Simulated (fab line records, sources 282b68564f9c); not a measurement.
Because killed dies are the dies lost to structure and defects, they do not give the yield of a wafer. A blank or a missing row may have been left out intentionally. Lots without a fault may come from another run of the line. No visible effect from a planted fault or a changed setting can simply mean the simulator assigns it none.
Shared-tool check | flow rit_cmos | 14 lots, 48 wafers sampled

REASON FOR OPENING
At RIT_PWELL_TW_MEAS_10 the reading PWELL_TW is flagged on 2 of 14 lots. Fault-free wafers read 953, with a standard deviation of 5.8.
Rule: a lot gets a flag if all its wafers with a number sit over 4 standard deviations from that mean, or if no wafer of it has a number. The rest of the lots are taken to be sound.

lot  | measured    | on            | PWELL_TW, wafer by wafer      | flag
L730 | day 1 23:48 | film_metro-02 | 949 958 950                   |
L732 | day 2 11:20 | film_metro-02 | 957 957 952                   |
L733 | day 2 16:41 | film_metro-03 | 952 951 956                   |
L734 | day 2 20:07 | film_metro-03 | 950 949 954                   |
L735 | day 3 01:41 | film_metro-01 | 959 960 962                   |
L736 | day 3 04:48 | film_metro-02 | 950 950 953                   |
L738 | day 3 16:14 | film_metro-03 | 946 946 947                   |
L741 | day 4 05:33 | film_metro-02 | 1103 1112 1104 1110 1106 1113 | FLAGGED
L743 | day 4 15:50 | film_metro-03 | 948 943 942                   |
L744 | day 4 21:26 | film_metro-03 | 1095 1100 1093 1098 1099 1096 | FLAGGED
L745 | day 5 02:57 | film_metro-01 | 954 955 952                   |
L749 | day 5 21:42 | film_metro-03 | 948 957 954                   |
L751 | day 6 07:47 | film_metro-01 | 956 960 962                   |
L752 | day 6 14:17 | film_metro-02 | 953 957 956                   |
The numbers of the flagged lots are 1102 on average: +149 against the usual, or +26 standard deviations.

WHICH TOOL RAN EACH LOT
Before the reading, the record contains 2 process steps out of a 202-step route. Read each cell as the tool, then ch plus the chambers that the sampled wafers visited, then the start.
lot  | flag    | RIT_ACTIVE_STRIP_14                 | RIT_PWELL_IMPLANT_08
L730 |         | plasma_asher-01 ch 0,1, day 1 15:57 | implanter-04 ch 0, day 1 23:31
L732 |         | plasma_asher-04 ch 0,1, day 2 00:58 | implanter-02 ch 0, day 2 11:01
L733 |         | plasma_asher-04 ch 0,1, day 2 07:52 | implanter-02 ch 0, day 2 16:22
L734 |         | plasma_asher-04 ch 0,1, day 2 10:52 | implanter-04 ch 0, day 2 19:49
L735 |         | plasma_asher-02 ch 0,1, day 2 17:32 | implanter-02 ch 0, day 3 01:23
L736 |         | plasma_asher-04 ch 0,1, day 2 20:58 | implanter-02 ch 0, day 3 04:29
L738 |         | plasma_asher-04 ch 0, day 3 08:26   | implanter-02 ch 0, day 3 15:54
L741 | FLAGGED | plasma_asher-04 ch 0,1, day 3 21:58 | implanter-04 ch 0, day 4 05:14
L743 |         | plasma_asher-04 ch 0,1, day 4 08:02 | implanter-01 ch 0, day 4 15:32
L744 | FLAGGED | plasma_asher-04 ch 0,1, day 4 13:11 | implanter-04 ch 0, day 4 21:08
L745 |         | plasma_asher-04 ch 0,1, day 4 17:58 | implanter-01 ch 0, day 5 02:38
L749 |         | plasma_asher-01 ch 0,1, day 5 14:03 | implanter-01 ch 0, day 5 21:23
L751 |         | plasma_asher-02 ch 0,1, day 5 23:50 | implanter-02 ch 0, day 6 07:28
L752 |         | plasma_asher-02 ch 0,1, day 6 04:58 | implanter-02 ch 0, day 6 13:58
These steps, and what they do:
- RIT_ACTIVE_STRIP_14: strips in O2, time 180 s.
- RIT_PWELL_IMPLANT_08
- RIT_PWELL_TW_MEAS_10

FLAGGED OVER TOTAL, TOOL BY TOOL (the gauges that took the reading come last)
step                 | tool            | lots run | flagged | share of the flagged lots | sound lots run after its first flagged lot
RIT_ACTIVE_STRIP_14  | plasma_asher-01 | 2        | 0       | none                      | -
RIT_ACTIVE_STRIP_14  | plasma_asher-02 | 3        | 0       | none                      | -
RIT_ACTIVE_STRIP_14  | plasma_asher-04 | 9        | 2       | all                       | 2 (L743,L745)
RIT_PWELL_IMPLANT_08 | implanter-01    | 3        | 0       | none                      | -
RIT_PWELL_IMPLANT_08 | implanter-02    | 7        | 0       | none                      | -
RIT_PWELL_IMPLANT_08 | implanter-04    | 4        | 2       | all                       | 0
RIT_PWELL_TW_MEAS_10 | film_metro-01   | 3        | 0       | none                      | -
RIT_PWELL_TW_MEAS_10 | film_metro-02   | 5        | 1       | some                      | 1 (L752)
RIT_PWELL_TW_MEAS_10 | film_metro-03   | 6        | 1       | some                      | 1 (L749)

WHAT THE TABLE PERMITS
Table rows that saw every flagged lot: 2, namely plasma_asher-04 at RIT_ACTIVE_STRIP_14 and implanter-04 at RIT_PWELL_IMPLANT_08.
- plasma_asher-04 at RIT_ACTIVE_STRIP_14: 2 of its 9 lots flagged. Sound lots followed the first flagged one (L743, L745) on it, something a lasting fault affecting the whole tool could not allow.
- implanter-04 at RIT_PWELL_IMPLANT_08: 2 of its 4 lots flagged. It ran its last sound lot, L734, at day 2 19:49 and its first flagged lot, L741, at day 4 05:14: a fault with its onset between the two fits. Its own readings (dose_ions_cm2, faraday_current_uA) fall more than 4 standard deviations out on all wafers of the flagged lots.
Left over: one tool, implanter-04 at RIT_PWELL_IMPLANT_08.

WHAT THE SIMULATOR HAD PUT IN
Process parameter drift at RIT_PWELL_IMPLANT_08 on implanter-04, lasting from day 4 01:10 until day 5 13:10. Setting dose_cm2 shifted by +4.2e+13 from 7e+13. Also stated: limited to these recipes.
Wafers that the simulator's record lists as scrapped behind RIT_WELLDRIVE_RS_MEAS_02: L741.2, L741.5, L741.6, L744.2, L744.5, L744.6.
Shown lots that were struck: L741, L744. This agrees with what the rule above found.
